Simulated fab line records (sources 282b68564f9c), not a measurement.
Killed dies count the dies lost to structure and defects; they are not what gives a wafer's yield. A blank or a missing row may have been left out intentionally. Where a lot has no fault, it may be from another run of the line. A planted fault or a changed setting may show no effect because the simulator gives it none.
Struck lot and sound lot, side by side -- flow rit cmos -- 15 steps out of a route of 202
Sound: these wafers, L761.1, L761.3, L761.5. Wafers L767.1, L767.4, L767.6 were the ones struck. The cause is named last.
Order at every step that has rows: each side's tool, ch and its chambers, its first start. Under that, the readings that differ: sound wafers -- struck wafers -- difference of the means -- sigmas: that difference in standard deviations of wafers without a fault.
alike: readings whose means differ by less than 2 such deviations, and words and numbers that are the same on both sides. not compared: withheld readings, readings that some wafer has no value for, bounds like >300 that may hide the same value, and numbers for which the record gives no deviation and whose values overlap.
The two part at a step that has a row with sigmas, a row that says differs or no value, or rows on one side only. Numbers that don't overlap but have no deviation are shown without sigmas and don't part them. Lack of a reading on every wafer of one side parts them only where that side has two or more wafers.

first, 1 step without rows for these wafers: RIT_PRETRO_DEVELOP_05 (develop time 68 s).
RIT_PRETRO_OVL_MEAS_06:
  struck on overlay-01, day 5 14:37; sound on overlay-02, day 4 08:52
  alike: PRETRO_OVL
then, 2 steps without rows for these wafers: RIT_PRETRO_HARDBAKE_07 (time 120 s); RIT_PRETRO_IMPLANT_08.
RIT_PRETRO_STRIP_09: strips in O2, time 180 s.
  sound on plasma asher-04 ch 0,1, day 4 09:17; struck on plasma asher-02 ch 0,1, day 5 15:03
  alike: drypump motor current A
  not compared: rf hours counter h
RIT_PRETRO_TW_MEAS_10:
  struck on film metro-04, day 5 15:14; sound on film metro-04, day 4 09:28
  alike: PRETRO_TW
then, 5 steps without rows for these wafers: RIT_GATE_WET_ETCH_00 (etches SiO2 in BOE, target depth 56 nm, time 60 s); RIT_GATE_CLEAN_01 (cleans in SC1, time 600 s); RIT_GATE_CLEAN_02 (cleans in dHF, time 30 s); RIT_GATE_CLEAN_03 (cleans in SC2, time 600 s); RIT_GATE_CLEAN_04 (cleans in dHF, time 60 s).
RIT_FOX2_THK_MEAS_91:
  struck on film metro-03, day 5 15:43; sound on film metro-04, day 4 09:59
  alike: FIELD_OXIDE_LEFT_2_THK
RIT_GATE_OXIDATION_05: target thk 3 nm, ox time 270 s.
  struck on furnace-04, day 5 15:58; sound on furnace-03 ch 0, day 4 10:03
  no value came back on the struck wafers for ox temp c (C), ox temp c max, zone power source pct (%); on the sound wafers ox temp c (C) reads 899.4 899.1 900.1
then, 2 steps without rows for these wafers: RIT_GATE_ANNEAL_06 (time 600 s); RIT_GATE_CVD_08 (deposits poly-Si from SiH4, target thk 250 nm, time 2220 s).

WHERE THEY PART
Within this record, at RIT_GATE_OXIDATION_05 only.

WHY: what had been put in by the simulator
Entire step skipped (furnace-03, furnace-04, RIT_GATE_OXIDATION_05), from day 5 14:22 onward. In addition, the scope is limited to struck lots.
